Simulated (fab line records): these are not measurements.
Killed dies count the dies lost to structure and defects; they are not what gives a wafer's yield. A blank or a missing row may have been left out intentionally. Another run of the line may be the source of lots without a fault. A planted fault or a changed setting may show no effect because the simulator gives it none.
fab line records + flow rit_cmos
record
- lots=7
- wafers=21
- last_day=7
route steps=202 shown NLDD@106 PLDD@114
lots that met no fault: from a run of the same line without faults
start_h: hours from the record's first day to the start of the lot's first wafer shown + wait_h: hours since the lot's step before + " unchanged from the row above + L1.1+2: a single row standing in for several wafers + - either no value or no given start + * or withheld: withheld + < > ~ a bound
route shown NAME@n: names a module that has steps shown in the file, with the first one's number in the route + usual: mean/standard deviation of fault-free wafers + same: alike in all rows + chamber/n: place in a boat + sites: per-site readings + _std_site: how widely they spread, as a standard deviation + _edge_site: the outer-site mean with the inner-site mean subtracted + radius_mm: how far each site lies from the wafer's centre + mask NAME#n: copy n + behind: the most recent tool/chamber to have shaped the wafer + hold: the reason the lot was held/the length of the hold in hours/how it ended + device: names the non-switching transistor (n, p or np) + end of line: at the end of the route, the tests of the same wafers + a step with no rows: only its recipe + killed: count of dies lost to structure and defects at first sort (not the wafer's yield) + map: per-die view of a wafer (x killed, . not killed, _ where there is no die)
set.NAME: setting as actually run; set.NAME@STEP: the setting as run at that earlier step + model.NAME: the simulator's own value behind a step, which no gauge read
a table for each step, a row for each wafer; lots at some steps of the route
## steps
# step RIT_NLDD_EXPOSE_03
# recipe
- mask_id=M7
- na=0.57
- target_cd_nm=40700
- dose_mj=250
# step RIT_NLDD_PEB_04
# recipe
- resist=NOVOLAK
- temp_c=withheld
- time_s=withheld
# step RIT_NLDD_DEVELOP_05
# recipe
- resist=NOVOLAK
- develop_time_s=50
- dev_temp_c=23
# step RIT_NLDD_OVL_MEAS_06
# usual
- NLDD_OVL=0.3/1.3
| lot.wafer | tool       | chamber | start_h | wait_h | NLDD_OVL[nm] |
|-----------|------------|---------|---------|--------|--------------|
| L285.3    | overlay-01 | -       | 47.32   | -      | 1.1          |
| L285.4    | "          | -       | "       | "      | 1.7          |
| L285.6    | "          | -       | "       | "      | 3.3          |
| L286.3    | overlay-01 | -       | 52.77   | -      | -0.6         |
| L286.4    | "          | -       | "       | "      | -0.9         |
| L286.6    | "          | -       | "       | "      | -0.9         |
| L296.2    | overlay-01 | -       | 102.33  | -      | -0.7         |
| L296.3    | "          | -       | "       | "      | -1.5         |
| L296.6    | "          | -       | "       | "      | 0.0          |
| L297.1    | overlay-02 | -       | 108.46  | -      | -0.7         |
| L297.2    | "          | -       | "       | "      | 1.5          |
| L297.3    | "          | -       | "       | "      | 0.7          |
| L298.3    | overlay-01 | -       | 118.43  | -      | 1.1          |
| L298.5    | "          | -       | "       | "      | 0.2          |
| L298.6    | "          | -       | "       | "      | 1.5          |
| L304.1    | overlay-01 | -       | 141.54  | -      | 1.5          |
| L304.2    | "          | -       | "       | "      | 0.4          |
| L304.3    | "          | -       | "       | "      | 1.9          |
| L305.2    | overlay-01 | -       | 146.94  | -      | 0.5          |
| L305.3    | "          | -       | "       | "      | -0.4         |
| L305.4    | "          | -       | "       | "      | 0.2          |
# step RIT_NLDD_HARDBAKE_07
# recipe
- resist=NOVOLAK
- temp_c=140
- time_s=60
# step RIT_NLDD_IMPLANT_08
# recipe
- species=P
- energy_kev=20
- dose_cm2=5e+14
- tilt_deg=6.779
# step RIT_NLDD_STRIP_09
# recipe
- chemistry=O2
- time_s=180
- resist=NOVOLAK
- platen_temp_c=withheld
- power_w=500
- pressure_mtorr=4000
- o2_flow_sccm=4000
# usual
- drypump_motor_current_A=5.6/0.57
| lot.wafer | tool            | chamber | start_h | wait_h | drypump_motor_current_A | rf_hours_counter_h |
|-----------|-----------------|---------|---------|--------|-------------------------|--------------------|
| L285.3    | plasma_asher-04 | 0       | 47.71   | 0.1    | 5.0                     | -                  |
| L285.4    | "               | 1       | "       | "      | 6.3                     | -                  |
| L285.6    | "               | 1       | "       | "      | 6.3                     | -                  |
| L286.3    | plasma_asher-02 | 1       | 53.15   | 0.1    | 4.7                     | -                  |
| L286.4    | "               | 0       | "       | "      | 5.7                     | -                  |
| L286.6    | "               | 1       | "       | "      | 4.7                     | -                  |
| L296.2    | plasma_asher-04 | 0       | 102.66  | 0.1    | 5.0                     | 46                 |
| L296.3    | "               | 0       | "       | "      | 5.0                     | -                  |
| L296.6    | "               | 0       | "       | "      | 5.0                     | -                  |
| L297.1    | plasma_asher-04 | 0       | 108.79  | 0.1    | 5.0                     | 47                 |
| L297.2    | "               | 1       | "       | "      | 6.2                     | 47                 |
| L297.3    | "               | 1       | "       | "      | 6.3                     | -                  |
| L298.3    | plasma_asher-02 | 0       | 118.81  | 0.1    | 5.7                     | -                  |
| L298.5    | "               | 0       | "       | "      | 5.7                     | -                  |
| L298.6    | "               | 1       | "       | "      | 4.7                     | -                  |
| L304.1    | plasma_asher-04 | 0       | 141.88  | 0.1    | 5.0                     | 51                 |
| L304.2    | "               | 1       | "       | "      | 6.2                     | 51                 |
| L304.3    | "               | 1       | "       | "      | 6.3                     | -                  |
| L305.2    | plasma_asher-02 | 1       | 147.41  | 0.1    | 4.7                     | 38                 |
| L305.3    | "               | 0       | "       | "      | 5.7                     | -                  |
| L305.4    | "               | 1       | "       | "      | 4.7                     | -                  |
# step RIT_NLDD_TW_MEAS_10
# usual
- NLDD_TW=2516/23
| lot.wafer | tool          | chamber | start_h | wait_h | NLDD_TW |
|-----------|---------------|---------|---------|--------|---------|
| L285.3    | film_metro-04 | -       | 47.84   | 0.1    | 2510    |
| L285.4    | "             | -       | "       | "      | 2519    |
| L285.6    | "             | -       | "       | "      | 2521    |
| L286.3    | film_metro-02 | -       | 53.29   | 0.1    | 2550    |
| L286.4    | "             | -       | "       | "      | 2548    |
| L286.6    | "             | -       | "       | "      | 2558    |
| L296.2    | film_metro-02 | -       | 102.84  | 0.1    | 2555    |
| L296.3    | "             | -       | "       | "      | 2549    |
| L296.6    | "             | -       | "       | "      | 2548    |
| L297.1    | film_metro-03 | -       | 108.97  | 0.1    | 2492    |
| L297.2    | "             | -       | "       | "      | 2496    |
| L297.3    | "             | -       | "       | "      | 2487    |
| L298.3    | film_metro-04 | -       | 118.95  | 0.1    | 2494    |
| L298.5    | "             | -       | "       | "      | 2503    |
| L298.6    | "             | -       | "       | "      | 2486    |
| L304.1    | film_metro-04 | -       | 142.05  | 0.1    | 2513    |
| L304.2    | "             | -       | "       | "      | 2506    |
| L304.3    | "             | -       | "       | "      | 2513    |
| L305.2    | film_metro-03 | -       | 147.60  | 0.1    | 2510    |
| L305.3    | "             | -       | "       | "      | 2500    |
| L305.4    | "             | -       | "       | "      | 2490    |
# step RIT_PLDD_HMDS_00
# recipe
- prime_time_s=60
- prime_temp_c=140
# step RIT_PLDD_COAT_01
# recipe
- resist=NOVOLAK
- spin_rpm=3250
- resist_thk_nm=982.6
# step RIT_PLDD_SOFTBAKE_02
# recipe
- resist=NOVOLAK
- temp_c=90
- time_s=60
# step RIT_PLDD_EXPOSE_03
# recipe
- mask_id=M8
- na=0.57
- target_cd_nm=40900
- dose_mj=250
# step RIT_PLDD_PEB_04
# recipe
- resist=NOVOLAK
- temp_c=withheld
- time_s=withheld
# usual
- chill_plate_temp_C=*
- exhaust_pa=45.1/0.95
| lot.wafer | tool           | chamber | start_h | wait_h | chill_plate_temp_C | exhaust_pa |
|-----------|----------------|---------|---------|--------|--------------------|------------|
| L285.3    | litho_track-02 | 0       | 48.62   | 0.1    | *                  | 45.4       |
| L285.4    | "              | 0       | "       | "      | *                  | 43.9       |
| L285.6    | "              | 0       | "       | "      | *                  | 44.5       |
| L286.3    | litho_track-01 | 0       | 54.07   | 0.1    | *                  | 45.5       |
| L286.4    | "              | 0       | "       | "      | *                  | 45.0       |
| L286.6    | "              | 0       | "       | "      | *                  | 45.8       |
| L296.2    | litho_track-04 | -       | 103.62  | 0.1    | -                  | -          |
| L296.3    | "              | -       | "       | "      | -                  | -          |
| L296.6    | "              | -       | "       | "      | -                  | -          |
| L297.1    | litho_track-02 | -       | 109.59  | 0.1    | -                  | -          |
| L297.2    | "              | -       | "       | "      | -                  | -          |
| L297.3    | "              | -       | "       | "      | -                  | -          |
| L298.3    | litho_track-02 | -       | 119.61  | 0.1    | -                  | -          |
| L298.5    | "              | -       | "       | "      | -                  | -          |
| L298.6    | "              | -       | "       | "      | -                  | -          |
| L304.1    | litho_track-01 | 0       | 142.80  | 0.1    | *                  | 44.8       |
| L304.2    | "              | 0       | "       | "      | *                  | 46.9       |
| L304.3    | "              | 0       | "       | "      | *                  | 45.2       |
| L305.2    | litho_track-01 | 0       | 148.24  | 0.1    | *                  | 42.4       |
| L305.3    | "              | 0       | "       | "      | *                  | 45.6       |
| L305.4    | "              | 0       | "       | "      | *                  | 44.3       |
# step RIT_PLDD_DEVELOP_05
# recipe
- resist=NOVOLAK
- develop_time_s=50
- dev_temp_c=23
## key
first_sign
- step=RIT_PLDD_PEB_04
- reading=tool_record
- direction=missing
effect none on later readings
met_at RIT_PLDD_PEB_04
struck_wafers L296.2,L296.3,L296.6,L297.1,L297.2,L297.3,L298.3,L298.5,L298.6
sort_left_out L296.2,L296.3,L296.6,L297.1,L297.2,L297.3,L298.3,L298.5,L298.6
tester_left_out L296,L297,L298
onset_between 48.62 103.62
fault
- kind=skipped_step_whole
- tool=litho_track-02,litho_track-04
- chamber=-
- onset_h=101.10
- steps=RIT_PLDD_PEB_04
- scope=struck_lots_only
# tester_left_out: of these lots the tester's yield and bins aren't shown, on N5 and GAA mostly nor the transistor test; their killed dies are dies lost to structure and defects alone, not to doping, threshold or leakage, so they don't give the yield
# sort_left_out: the simulated sort isn't trusted on such a fault, so these wafers' sort isn't shown, and their yield isn't known
